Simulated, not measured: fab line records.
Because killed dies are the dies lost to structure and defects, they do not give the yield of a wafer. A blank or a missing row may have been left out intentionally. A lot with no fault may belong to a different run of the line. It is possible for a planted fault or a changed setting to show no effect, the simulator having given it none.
Matching of chambers ; flow berkeleyCmos170 ; UCB170_CONTACT_ETCH_17 on rieDiel-02: 4 sister chambers
The step etches BARC in N2/H2. 20 wafers are shown with their chamber, then 10 later ones without.

== WAFERS WITH THEIR CHAMBER ==
wafer;chamber;drypumpMotorCurrentA (A);throttleValvePct (%);oesProductAu (a.u.)
L074.2;3;5.64;13.17;1.020
L074.3;1;5.63;13.39;0.986
L074.5;2;6.10;13.24;0.997
L077.2;1;5.62;13.38;0.981
L077.5;3;5.64;13.17;1.010
L077.6;1;5.62;13.38;0.982
L081.3;3;5.64;13.16;1.020
L081.5;0;6.13;13.57;1.003
L081.6;3;5.64;13.15;1.016
L082.2;0;6.15;13.55;1.002
L082.4;2;6.10;13.23;0.983
L082.5;3;5.67;13.16;1.017
L086.1;0;6.12;13.57;1.007
L086.2;3;5.66;13.17;1.023
L086.6;0;6.11;13.54;0.999
L085.1;3;5.64;13.17;1.017
L085.2;2;6.09;13.23;0.986
L085.5;0;6.14;13.57;1.002
L083.1;3;5.66;13.19;1.010
L083.4;2;6.11;13.21;0.978

SIGNATURES, as means of the wafers listed above
reading;chamber 0;chamber 1;chamber 2;chamber 3;scatter within a chamber
drypumpMotorCurrentA;6.1300;5.6233;6.1000;5.6487;0.0121
throttleValvePct;13.5600;13.3833;13.2275;13.1675;0.012
oesProductAu;1.00260;0.98300;0.98600;1.01662;0.00496
Rule: for a wafer and a chamber, the distance is found by dividing, reading by reading, the gap between the wafer's reading and the chamber's mean by the reading's scatter, squaring, summing and taking the root. The wafer belongs to the nearest chamber; if the next one is less than 2 further off, it can't be placed. The scatter: take each reading less its chamber's mean, square it, sum over the shown wafers, divide by the number of wafers less the number of chambers, and take the root.

== WAFERS WHOSE CHAMBER IS MISSING ==
wafer;drypumpMotorCurrentA (A);throttleValvePct (%);oesProductAu (a.u.)
L083.5;5.66;13.16;1.003
L088.1;5.62;13.39;0.980
L088.2;6.11;13.23;0.995
L088.3;6.14;13.55;1.005
L090.2;6.08;13.22;1.004
L090.5;6.14;13.53;0.999
L090.6;5.62;13.38;0.986
L096.1;6.12;13.21;0.991
L096.3;5.62;13.37;0.975
L096.5;6.13;13.56;1.001

== CHAMBER TAKEN BY EACH ==
wafer;from the rows above;in truth
L083.5;3;3
L088.1;1;1
L088.2;2;2
L088.3;0;0
L090.2;2;2
L090.5;0;0
L090.6;1;1
L096.1;2;2
L096.3;1;1
L096.5;0;0
Correctly placed: 10 of 10. Can't be placed from these rows: 0. Number placed wrongly: 0.
